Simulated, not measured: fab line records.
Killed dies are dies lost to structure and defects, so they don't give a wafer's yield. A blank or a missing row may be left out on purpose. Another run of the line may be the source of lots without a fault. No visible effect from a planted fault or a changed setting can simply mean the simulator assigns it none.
fab line records / flow berkeleyCmos170
[record] lots = 13 wafers = 39 lastDay = 11
route steps=331 shown M3@310
lots that met no fault: from a run of the same line without faults
startH: hours from the record's first day to the start of the lot's first wafer shown / waitH: how many hours have passed since the lot's step before this one / " repeats the value in the row above / L1.1+2: one row covering several wafers at once / - no value, or no start given / * or withheld: withheld / < > ~ a bound
route shown NAME@n: names a module that has steps shown in the file, with the first one's number in the route / usual: mean and standard deviation over wafers with no fault / same: alike in all rows / chamber/n: place in a boat / sites: per-site readings / _std_site: their standard deviation / _edge_site: outer sites' mean less inner sites' / radiusMm: for every site, how far away it sits from the centre of the wafer / mask NAME#n: copy n / behind: tool/chamber where the wafer was last shaped / hold: why the lot went on hold/how many hours it stayed there/how the hold came to an end / device: whichever transistor did not switch (one of n, p or np) / end of line: the tests these same wafers got at the end of their route / a step with no rows: only its recipe / killed: not the wafer's yield, but the dies lost to structure and defects at the first sort / map: per-die view of a wafer (x killed, . not killed, _ where there is no die)
set.NAME: the setting the step ran with; set.NAME@STEP: the setting that earlier step ran with / model.NAME: the simulator's own value behind a step, which no gauge read
steps of the route over a sample of lots; a table a step, a row a wafer
services: from which hour (startH, from the record's first day; less than 0 if before it) a tool's chamber was out of use, for how many hours, and why
[[steps]]
[step UCB170_M3_SPUTTER_01]
[recipe] material = Al targetThkNm = 900 timeS = 120 powerW = 6000 chamberPressurePa = 0.5
[usual] throttleValvePct = 30.0/1.2
lot.wafer=L364.2 tool=pvdSputter-04 chamber=- startH=155.19 waitH=0.0 throttleValvePct=31.8
lot.wafer=L364.3 tool=pvdSputter-04 chamber=- startH=155.19 waitH=0.0 throttleValvePct=31.4
lot.wafer=L364.4 tool=pvdSputter-04 chamber=- startH=155.19 waitH=0.0 throttleValvePct=28.5
lot.wafer=L365.2 tool=pvdSputter-01 chamber=- startH=162.92 waitH=0.0 throttleValvePct=31.4
lot.wafer=L365.4 tool=pvdSputter-01 chamber=- startH=162.92 waitH=0.0 throttleValvePct=29.1
lot.wafer=L365.5 tool=pvdSputter-01 chamber=- startH=162.92 waitH=0.0 throttleValvePct=31.3
lot.wafer=L368.1 tool=pvdSputter-03 chamber=- startH=180.24 waitH=0.0 throttleValvePct=28.7
lot.wafer=L368.4 tool=pvdSputter-03 chamber=- startH=180.24 waitH=0.0 throttleValvePct=29.7
lot.wafer=L368.5 tool=pvdSputter-03 chamber=- startH=180.24 waitH=0.0 throttleValvePct=30.8
lot.wafer=L366.2 tool=pvdSputter-01 chamber=- startH=180.94 waitH=0.0 throttleValvePct=28.7
lot.wafer=L366.4 tool=pvdSputter-01 chamber=- startH=180.94 waitH=0.0 throttleValvePct=29.3
lot.wafer=L366.6 tool=pvdSputter-01 chamber=- startH=180.94 waitH=0.0 throttleValvePct=29.7
lot.wafer=L369.1 tool=pvdSputter-04 chamber=- startH=181.22 waitH=0.0 throttleValvePct=30.8
lot.wafer=L369.4 tool=pvdSputter-04 chamber=- startH=181.22 waitH=0.0 throttleValvePct=28.5
lot.wafer=L369.6 tool=pvdSputter-04 chamber=- startH=181.22 waitH=0.0 throttleValvePct=28.3
lot.wafer=L370.2 tool=pvdSputter-03 chamber=- startH=196.88 waitH=0.0 throttleValvePct=30.8
lot.wafer=L370.4 tool=pvdSputter-03 chamber=- startH=196.88 waitH=0.0 throttleValvePct=30.0
lot.wafer=L370.5 tool=pvdSputter-03 chamber=- startH=196.88 waitH=0.0 throttleValvePct=29.8
lot.wafer=L373.2 tool=pvdSputter-01 chamber=- startH=204.29 waitH=0.0 throttleValvePct=29.0
lot.wafer=L373.5 tool=pvdSputter-01 chamber=- startH=204.29 waitH=0.0 throttleValvePct=28.8
lot.wafer=L373.6 tool=pvdSputter-01 chamber=- startH=204.29 waitH=0.0 throttleValvePct=29.6
lot.wafer=L374.2 tool=pvdSputter-03 chamber=- startH=205.21 waitH=0.0 throttleValvePct=28.6
lot.wafer=L374.3 tool=pvdSputter-03 chamber=- startH=205.21 waitH=0.0 throttleValvePct=31.1
lot.wafer=L374.4 tool=pvdSputter-03 chamber=- startH=205.21 waitH=0.0 throttleValvePct=30.1
lot.wafer=L376.3 tool=pvdSputter-01 chamber=- startH=216.44 waitH=0.0 throttleValvePct=28.4
lot.wafer=L376.5 tool=pvdSputter-01 chamber=- startH=216.44 waitH=0.0 throttleValvePct=31.4
lot.wafer=L376.6 tool=pvdSputter-01 chamber=- startH=216.44 waitH=0.0 throttleValvePct=29.4
lot.wafer=L377.4 tool=pvdSputter-04 chamber=- startH=223.56 waitH=0.0 throttleValvePct=30.9
lot.wafer=L377.5 tool=pvdSputter-04 chamber=- startH=223.56 waitH=0.0 throttleValvePct=31.8
lot.wafer=L377.6 tool=pvdSputter-04 chamber=- startH=223.56 waitH=0.0 throttleValvePct=30.7
lot.wafer=L381.2 tool=pvdSputter-03 chamber=- startH=240.57 waitH=0.0 throttleValvePct=29.8
lot.wafer=L381.4 tool=pvdSputter-03 chamber=- startH=240.57 waitH=0.0 throttleValvePct=29.8
lot.wafer=L381.5 tool=pvdSputter-03 chamber=- startH=240.57 waitH=0.0 throttleValvePct=29.3
lot.wafer=L383.1 tool=pvdSputter-04 chamber=- startH=260.78 waitH=0.0 throttleValvePct=30.4
lot.wafer=L383.3 tool=pvdSputter-04 chamber=- startH=260.78 waitH=0.0 throttleValvePct=30.9
lot.wafer=L383.4 tool=pvdSputter-04 chamber=- startH=260.78 waitH=0.0 throttleValvePct=31.9
lot.wafer=L386.3 tool=pvdSputter-01 chamber=- startH=272.76 waitH=0.0 throttleValvePct=28.9
lot.wafer=L386.4 tool=pvdSputter-01 chamber=- startH=272.76 waitH=0.0 throttleValvePct=31.5
lot.wafer=L386.6 tool=pvdSputter-01 chamber=- startH=272.76 waitH=0.0 throttleValvePct=28.8
[step UCB170_M3_RS_MEAS_02]
[recipe] thkMeasGauge = four-point-probe reads = Al_of_M3_SPUTTER_01
[usual] M3_AL_RS = 0.0321/0.0003
lot.wafer=L364.2 tool=filmMetro-01 chamber=- startH=155.29 waitH=0.1 M3_AL_RS[ohm/sq]=0.0323
lot.wafer=L364.3 tool=filmMetro-01 chamber=- startH=155.29 waitH=0.1 M3_AL_RS[ohm/sq]=0.0325
lot.wafer=L364.4 tool=filmMetro-01 chamber=- startH=155.29 waitH=0.1 M3_AL_RS[ohm/sq]=0.0323
lot.wafer=L365.2 tool=filmMetro-01 chamber=- startH=163.03 waitH=0.1 M3_AL_RS[ohm/sq]=0.0319
lot.wafer=L365.4 tool=filmMetro-01 chamber=- startH=163.03 waitH=0.1 M3_AL_RS[ohm/sq]=0.0322
lot.wafer=L365.5 tool=filmMetro-01 chamber=- startH=163.03 waitH=0.1 M3_AL_RS[ohm/sq]=0.0318
lot.wafer=L368.1 tool=filmMetro-04 chamber=- startH=180.34 waitH=0.0 M3_AL_RS[ohm/sq]=0.0315
lot.wafer=L368.4 tool=filmMetro-04 chamber=- startH=180.34 waitH=0.0 M3_AL_RS[ohm/sq]=0.0316
lot.wafer=L368.5 tool=filmMetro-04 chamber=- startH=180.34 waitH=0.0 M3_AL_RS[ohm/sq]=0.0318
lot.wafer=L366.2 tool=filmMetro-04 chamber=- startH=181.05 waitH=0.1 M3_AL_RS[ohm/sq]=0.0319
lot.wafer=L366.4 tool=filmMetro-04 chamber=- startH=181.05 waitH=0.1 M3_AL_RS[ohm/sq]=0.0323
lot.wafer=L366.6 tool=filmMetro-04 chamber=- startH=181.05 waitH=0.1 M3_AL_RS[ohm/sq]=0.0318
lot.wafer=L369.1 tool=filmMetro-01 chamber=- startH=181.30 waitH=0.0 M3_AL_RS[ohm/sq]=0.0320
lot.wafer=L369.4 tool=filmMetro-01 chamber=- startH=181.30 waitH=0.0 M3_AL_RS[ohm/sq]=0.0320
lot.wafer=L369.6 tool=filmMetro-01 chamber=- startH=181.30 waitH=0.0 M3_AL_RS[ohm/sq]=0.0320
lot.wafer=L370.2 tool=filmMetro-04 chamber=- startH=196.98 waitH=0.1 M3_AL_RS[ohm/sq]=0.0322
lot.wafer=L370.4 tool=filmMetro-04 chamber=- startH=196.98 waitH=0.1 M3_AL_RS[ohm/sq]=0.0320
lot.wafer=L370.5 tool=filmMetro-04 chamber=- startH=196.98 waitH=0.1 M3_AL_RS[ohm/sq]=0.0321
lot.wafer=L373.2 tool=filmMetro-01 chamber=- startH=204.39 waitH=0.1 M3_AL_RS[ohm/sq]=0.0323
lot.wafer=L373.5 tool=filmMetro-01 chamber=- startH=204.39 waitH=0.1 M3_AL_RS[ohm/sq]=0.0326
lot.wafer=L373.6 tool=filmMetro-01 chamber=- startH=204.39 waitH=0.1 M3_AL_RS[ohm/sq]=0.0322
lot.wafer=L374.2 tool=filmMetro-04 chamber=- startH=205.31 waitH=0.1 M3_AL_RS[ohm/sq]=0.0323
lot.wafer=L374.3 tool=filmMetro-04 chamber=- startH=205.31 waitH=0.1 M3_AL_RS[ohm/sq]=0.0322
lot.wafer=L374.4 tool=filmMetro-04 chamber=- startH=205.31 waitH=0.1 M3_AL_RS[ohm/sq]=0.0322
lot.wafer=L376.3 tool=filmMetro-02 chamber=- startH=216.57 waitH=0.1 M3_AL_RS[ohm/sq]=0.0326
lot.wafer=L376.5 tool=filmMetro-02 chamber=- startH=216.57 waitH=0.1 M3_AL_RS[ohm/sq]=0.0323
lot.wafer=L376.6 tool=filmMetro-02 chamber=- startH=216.57 waitH=0.1 M3_AL_RS[ohm/sq]=0.0324
lot.wafer=L377.4 tool=filmMetro-02 chamber=- startH=223.70 waitH=0.1 M3_AL_RS[ohm/sq]=0.0317
lot.wafer=L377.5 tool=filmMetro-02 chamber=- startH=223.70 waitH=0.1 M3_AL_RS[ohm/sq]=0.0321
lot.wafer=L377.6 tool=filmMetro-02 chamber=- startH=223.70 waitH=0.1 M3_AL_RS[ohm/sq]=0.0316
lot.wafer=L381.2 tool=filmMetro-04 chamber=- startH=240.68 waitH=0.1 M3_AL_RS[ohm/sq]=0.0322
lot.wafer=L381.4 tool=filmMetro-04 chamber=- startH=240.68 waitH=0.1 M3_AL_RS[ohm/sq]=0.0323
lot.wafer=L381.5 tool=filmMetro-04 chamber=- startH=240.68 waitH=0.1 M3_AL_RS[ohm/sq]=0.0322
lot.wafer=L383.1 tool=filmMetro-01 chamber=- startH=260.86 waitH=0.0 M3_AL_RS[ohm/sq]=0.0319
lot.wafer=L383.3 tool=filmMetro-01 chamber=- startH=260.86 waitH=0.0 M3_AL_RS[ohm/sq]=0.0323
lot.wafer=L383.4 tool=filmMetro-01 chamber=- startH=260.86 waitH=0.0 M3_AL_RS[ohm/sq]=0.0192
lot.wafer=L386.3 tool=filmMetro-04 chamber=- startH=272.88 waitH=0.1 M3_AL_RS[ohm/sq]=0.0318
lot.wafer=L386.4 tool=filmMetro-04 chamber=- startH=272.88 waitH=0.1 M3_AL_RS[ohm/sq]=0.0316
lot.wafer=L386.6 tool=filmMetro-04 chamber=- startH=272.88 waitH=0.1 M3_AL_RS[ohm/sq]=0.0316
[step UCB170_M3_THK_MEAS_03]
[recipe] thkMeasGauge = xrf reads = Al_of_M3_SPUTTER_01
[usual] M3_AL_THK = 895/11
lot.wafer=L364.2 tool=filmMetro-01 chamber=- startH=155.40 waitH=0.1 M3_AL_THK[nm]=883
lot.wafer=L364.3 tool=filmMetro-01 chamber=- startH=155.40 waitH=0.1 M3_AL_THK[nm]=884
lot.wafer=L364.4 tool=filmMetro-01 chamber=- startH=155.40 waitH=0.1 M3_AL_THK[nm]=884
lot.wafer=L365.2 tool=filmMetro-01 chamber=- startH=163.14 waitH=0.1 M3_AL_THK[nm]=899
lot.wafer=L365.4 tool=filmMetro-01 chamber=- startH=163.14 waitH=0.1 M3_AL_THK[nm]=889
lot.wafer=L365.5 tool=filmMetro-01 chamber=- startH=163.14 waitH=0.1 M3_AL_THK[nm]=903
lot.wafer=L368.1 tool=filmMetro-04 chamber=- startH=180.46 waitH=0.1 M3_AL_THK[nm]=916
lot.wafer=L368.4 tool=filmMetro-04 chamber=- startH=180.46 waitH=0.1 M3_AL_THK[nm]=911
lot.wafer=L368.5 tool=filmMetro-04 chamber=- startH=180.46 waitH=0.1 M3_AL_THK[nm]=904
lot.wafer=L366.2 tool=filmMetro-04 chamber=- startH=181.16 waitH=0.1 M3_AL_THK[nm]=903
lot.wafer=L366.4 tool=filmMetro-04 chamber=- startH=181.16 waitH=0.1 M3_AL_THK[nm]=889
lot.wafer=L366.6 tool=filmMetro-04 chamber=- startH=181.16 waitH=0.1 M3_AL_THK[nm]=910
lot.wafer=L369.1 tool=filmMetro-01 chamber=- startH=181.42 waitH=0.1 M3_AL_THK[nm]=897
lot.wafer=L369.4 tool=filmMetro-01 chamber=- startH=181.42 waitH=0.1 M3_AL_THK[nm]=892
lot.wafer=L369.6 tool=filmMetro-01 chamber=- startH=181.42 waitH=0.1 M3_AL_THK[nm]=897
lot.wafer=L370.2 tool=filmMetro-04 chamber=- startH=197.09 waitH=0.1 M3_AL_THK[nm]=904
lot.wafer=L370.4 tool=filmMetro-04 chamber=- startH=197.09 waitH=0.1 M3_AL_THK[nm]=903
lot.wafer=L370.5 tool=filmMetro-04 chamber=- startH=197.09 waitH=0.1 M3_AL_THK[nm]=901
lot.wafer=L373.2 tool=filmMetro-01 chamber=- startH=204.50 waitH=0.1 M3_AL_THK[nm]=878
lot.wafer=L373.5 tool=filmMetro-01 chamber=- startH=204.50 waitH=0.1 M3_AL_THK[nm]=871
lot.wafer=L373.6 tool=filmMetro-01 chamber=- startH=204.50 waitH=0.1 M3_AL_THK[nm]=878
lot.wafer=L374.2 tool=filmMetro-04 chamber=- startH=205.42 waitH=0.1 M3_AL_THK[nm]=895
lot.wafer=L374.3 tool=filmMetro-04 chamber=- startH=205.42 waitH=0.1 M3_AL_THK[nm]=896
lot.wafer=L374.4 tool=filmMetro-04 chamber=- startH=205.42 waitH=0.1 M3_AL_THK[nm]=900
lot.wafer=L376.3 tool=filmMetro-02 chamber=- startH=216.67 waitH=0.1 M3_AL_THK[nm]=877
lot.wafer=L376.5 tool=filmMetro-02 chamber=- startH=216.67 waitH=0.1 M3_AL_THK[nm]=879
lot.wafer=L376.6 tool=filmMetro-02 chamber=- startH=216.67 waitH=0.1 M3_AL_THK[nm]=880
lot.wafer=L377.4 tool=filmMetro-02 chamber=- startH=223.79 waitH=0.1 M3_AL_THK[nm]=905
lot.wafer=L377.5 tool=filmMetro-02 chamber=- startH=223.79 waitH=0.1 M3_AL_THK[nm]=887
lot.wafer=L377.6 tool=filmMetro-02 chamber=- startH=223.79 waitH=0.1 M3_AL_THK[nm]=900
lot.wafer=L381.2 tool=filmMetro-04 chamber=- startH=240.79 waitH=0.1 M3_AL_THK[nm]=896
lot.wafer=L381.4 tool=filmMetro-04 chamber=- startH=240.79 waitH=0.1 M3_AL_THK[nm]=898
lot.wafer=L381.5 tool=filmMetro-04 chamber=- startH=240.79 waitH=0.1 M3_AL_THK[nm]=902
lot.wafer=L383.1 tool=filmMetro-01 chamber=- startH=260.98 waitH=0.1 M3_AL_THK[nm]=902
lot.wafer=L383.3 tool=filmMetro-01 chamber=- startH=260.98 waitH=0.1 M3_AL_THK[nm]=890
lot.wafer=L383.4 tool=filmMetro-01 chamber=- startH=260.98 waitH=0.1 M3_AL_THK[nm]=1475
lot.wafer=L386.3 tool=filmMetro-04 chamber=- startH=272.98 waitH=0.1 M3_AL_THK[nm]=916
lot.wafer=L386.4 tool=filmMetro-04 chamber=- startH=272.98 waitH=0.1 M3_AL_THK[nm]=921
lot.wafer=L386.6 tool=filmMetro-04 chamber=- startH=272.98 waitH=0.1 M3_AL_THK[nm]=917
[step UCB170_M3_METAL_ETCH_18]
[recipe] chemistry = Cl2/BCl3 target = Al stopOn = SiO2 pressureMtorr = 12 targetDepthA = 11700 overEtchFrac = 0.3 timeS = 195 icpW = 600 biasW = 120 Cl2_flow_sccm = 90 bcl3FlowSccm = 45
[usual] drypumpMotorCurrentA = 6.0/0.36 oesProductAu = 0.857/0.013 throttleValvePct = 24.29/0.1
[same] overEtchFrac = 0.3
lot.wafer=L364.2 tool=rieMetal-03 chamber=1 startH=157.80 waitH=- drypumpMotorCurrentA=6.0 oesProductAu=0.877 rfHoursCounterH=1.7 throttleValvePct=24.36
lot.wafer=L364.3 tool=rieMetal-03 chamber=0 startH=157.80 waitH=- drypumpMotorCurrentA=5.6 oesProductAu=0.854 rfHoursCounterH=- throttleValvePct=24.28
lot.wafer=L364.4 tool=rieMetal-03 chamber=1 startH=157.80 waitH=- drypumpMotorCurrentA=6.1 oesProductAu=0.870 rfHoursCounterH=- throttleValvePct=24.35
lot.wafer=L365.2 tool=rieMetal-04 chamber=0 startH=165.90 waitH=- drypumpMotorCurrentA=6.1 oesProductAu=0.852 rfHoursCounterH=1.4 throttleValvePct=24.39
lot.wafer=L365.4 tool=rieMetal-04 chamber=1 startH=165.90 waitH=- drypumpMotorCurrentA=6.5 oesProductAu=0.863 rfHoursCounterH=- throttleValvePct=24.35
lot.wafer=L365.5 tool=rieMetal-04 chamber=0 startH=165.90 waitH=- drypumpMotorCurrentA=6.2 oesProductAu=0.850 rfHoursCounterH=- throttleValvePct=24.40
lot.wafer=L368.1 tool=rieMetal-03 chamber=1 startH=184.46 waitH=- drypumpMotorCurrentA=6.0 oesProductAu=0.887 rfHoursCounterH=2.3 throttleValvePct=24.36
lot.wafer=L368.4 tool=rieMetal-03 chamber=0 startH=184.46 waitH=- drypumpMotorCurrentA=5.5 oesProductAu=0.868 rfHoursCounterH=- throttleValvePct=24.27
lot.wafer=L368.5 tool=rieMetal-03 chamber=0 startH=184.46 waitH=- drypumpMotorCurrentA=5.5 oesProductAu=0.859 rfHoursCounterH=- throttleValvePct=24.27
lot.wafer=L366.2 tool=rieMetal-04 chamber=0 startH=184.74 waitH=- drypumpMotorCurrentA=6.1 oesProductAu=0.852 rfHoursCounterH=1.9 throttleValvePct=24.37
lot.wafer=L366.4 tool=rieMetal-04 chamber=0 startH=184.74 waitH=- drypumpMotorCurrentA=6.1 oesProductAu=0.843 rfHoursCounterH=- throttleValvePct=24.42
lot.wafer=L366.6 tool=rieMetal-04 chamber=0 startH=184.74 waitH=- drypumpMotorCurrentA=6.1 oesProductAu=0.849 rfHoursCounterH=- throttleValvePct=24.41
lot.wafer=L369.1 tool=rieMetal-02 chamber=0 startH=184.89 waitH=- drypumpMotorCurrentA=5.5 oesProductAu=0.862 rfHoursCounterH=3.2 throttleValvePct=24.10
lot.wafer=L369.4 tool=rieMetal-02 chamber=0 startH=184.89 waitH=- drypumpMotorCurrentA=5.5 oesProductAu=0.860 rfHoursCounterH=- throttleValvePct=24.09
lot.wafer=L369.6 tool=rieMetal-02 chamber=0 startH=184.89 waitH=- drypumpMotorCurrentA=5.5 oesProductAu=0.867 rfHoursCounterH=- throttleValvePct=24.09
lot.wafer=L370.2 tool=rieMetal-04 chamber=0 startH=199.10 waitH=- drypumpMotorCurrentA=6.1 oesProductAu=0.839 rfHoursCounterH=2.4 throttleValvePct=24.38
lot.wafer=L370.4 tool=rieMetal-04 chamber=0 startH=199.10 waitH=- drypumpMotorCurrentA=6.1 oesProductAu=0.848 rfHoursCounterH=- throttleValvePct=24.40
lot.wafer=L370.5 tool=rieMetal-04 chamber=1 startH=199.10 waitH=- drypumpMotorCurrentA=6.5 oesProductAu=0.847 rfHoursCounterH=- throttleValvePct=24.36
lot.wafer=L373.2 tool=rieMetal-02 chamber=1 startH=207.71 waitH=- drypumpMotorCurrentA=6.3 oesProductAu=0.846 rfHoursCounterH=5.0 throttleValvePct=24.20
lot.wafer=L373.5 tool=rieMetal-02 chamber=1 startH=207.71 waitH=- drypumpMotorCurrentA=6.3 oesProductAu=0.842 rfHoursCounterH=- throttleValvePct=24.20
lot.wafer=L373.6 tool=rieMetal-02 chamber=0 startH=207.71 waitH=- drypumpMotorCurrentA=5.5 oesProductAu=0.855 rfHoursCounterH=- throttleValvePct=24.08
lot.wafer=L374.2 tool=rieMetal-04 chamber=1 startH=209.31 waitH=- drypumpMotorCurrentA=6.5 oesProductAu=0.846 rfHoursCounterH=6.0 throttleValvePct=24.33
lot.wafer=L374.3 tool=rieMetal-04 chamber=1 startH=209.31 waitH=- drypumpMotorCurrentA=6.5 oesProductAu=0.847 rfHoursCounterH=- throttleValvePct=24.33
lot.wafer=L374.4 tool=rieMetal-04 chamber=0 startH=209.31 waitH=- drypumpMotorCurrentA=6.1 oesProductAu=0.842 rfHoursCounterH=- throttleValvePct=24.40
lot.wafer=L376.3 tool=rieMetal-03 chamber=0 startH=218.81 waitH=- drypumpMotorCurrentA=5.5 oesProductAu=0.844 rfHoursCounterH=- throttleValvePct=24.26
lot.wafer=L376.5 tool=rieMetal-03 chamber=1 startH=218.81 waitH=- drypumpMotorCurrentA=6.1 oesProductAu=0.871 rfHoursCounterH=- throttleValvePct=24.36
lot.wafer=L376.6 tool=rieMetal-03 chamber=0 startH=218.81 waitH=- drypumpMotorCurrentA=5.5 oesProductAu=0.852 rfHoursCounterH=- throttleValvePct=24.27
lot.wafer=L377.4 tool=rieMetal-04 chamber=1 startH=225.67 waitH=- drypumpMotorCurrentA=6.5 oesProductAu=0.864 rfHoursCounterH=- throttleValvePct=24.35
lot.wafer=L377.5 tool=rieMetal-04 chamber=0 startH=225.67 waitH=- drypumpMotorCurrentA=6.1 oesProductAu=0.846 rfHoursCounterH=- throttleValvePct=24.40
lot.wafer=L377.6 tool=rieMetal-04 chamber=1 startH=225.67 waitH=- drypumpMotorCurrentA=6.5 oesProductAu=0.869 rfHoursCounterH=- throttleValvePct=24.35
lot.wafer=L381.2 tool=rieMetal-04 chamber=1 startH=243.01 waitH=- drypumpMotorCurrentA=6.5 oesProductAu=0.859 rfHoursCounterH=7.1 throttleValvePct=24.36
lot.wafer=L381.4 tool=rieMetal-04 chamber=1 startH=243.01 waitH=- drypumpMotorCurrentA=6.5 oesProductAu=0.857 rfHoursCounterH=- throttleValvePct=24.32
lot.wafer=L381.5 tool=rieMetal-04 chamber=0 startH=243.01 waitH=- drypumpMotorCurrentA=6.1 oesProductAu=0.852 rfHoursCounterH=- throttleValvePct=24.38
lot.wafer=L383.1 tool=rieMetal-04 chamber=0 startH=263.44 waitH=- drypumpMotorCurrentA=6.2 oesProductAu=0.857 rfHoursCounterH=4.0 throttleValvePct=24.41
lot.wafer=L383.3 tool=rieMetal-04 chamber=0 startH=263.44 waitH=- drypumpMotorCurrentA=6.2 oesProductAu=0.848 rfHoursCounterH=- throttleValvePct=24.41
lot.wafer=L383.4 tool=rieMetal-04 chamber=1 startH=263.44 waitH=- drypumpMotorCurrentA=6.5 oesProductAu=1.020 rfHoursCounterH=- throttleValvePct=24.27
lot.wafer=L386.3 tool=rieMetal-02 chamber=0 startH=274.99 waitH=- drypumpMotorCurrentA=5.5 oesProductAu=0.862 rfHoursCounterH=- throttleValvePct=24.09
lot.wafer=L386.4 tool=rieMetal-02 chamber=1 startH=274.99 waitH=- drypumpMotorCurrentA=6.3 oesProductAu=0.852 rfHoursCounterH=- throttleValvePct=24.20
lot.wafer=L386.6 tool=rieMetal-02 chamber=1 startH=274.99 waitH=- drypumpMotorCurrentA=6.3 oesProductAu=0.848 rfHoursCounterH=- throttleValvePct=24.20
[[services]]
tool=pvdSputter-01 chamber=3 startH=204.91 hours=- kind=consumableReplace:kit
tool=pvdSputter-01 chamber=3 startH=204.91 hours=18.0 kind=scheduledDown
tool=pvdSputter-01 chamber=3 startH=204.91 hours=18.0 kind=ventCycle
tool=rieMetal-04 chamber=0 startH=211.24 hours=9.2 kind=repair
tool=rieMetal-02 chamber=1 startH=264.61 hours=8.1 kind=repair
[[key]]
[firstSign] step = UCB170_M3_RS_MEAS_02 reading = M3_AL_RS direction = down sigmas = 42 usual = 0.0321 struck = 0.0192
[effect] step = UCB170_M3_THK_MEAS_03 reading = M3_AL_THK direction = up sigmas = 52 usual = 895 struck = 1475
[effect] step = UCB170_M3_METAL_ETCH_18 reading = oesProductAu direction = up sigmas = 12 usual = 0.857 struck = 1.020
metAt UCB170_M3_SPUTTER_01
struckLots L383
struckWafers L383.4
laterRowsLeftOut L383.4
sortLeftOut L383.4
onsetBetween 223.56 260.78
[fault] kind = processParameterDrift tool = pvdSputter-04 chamber = - onsetH = 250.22 steps = UCB170_M3_SPUTTER_01 channel = targetThkNm offset = 593.87 shape = step endH = 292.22 actsIn = theseRecipesOnly stated = 900 scope = struckWafersOnly
// sortLeftOut: the simulated sort isn't trusted on such a fault, so these wafers' sort isn't shown, and their yield isn't known
// laterRowsLeftOut: the simulator's readings of these wafers behind a module that went badly wrong aren't trusted and aren't shown, but for the sort
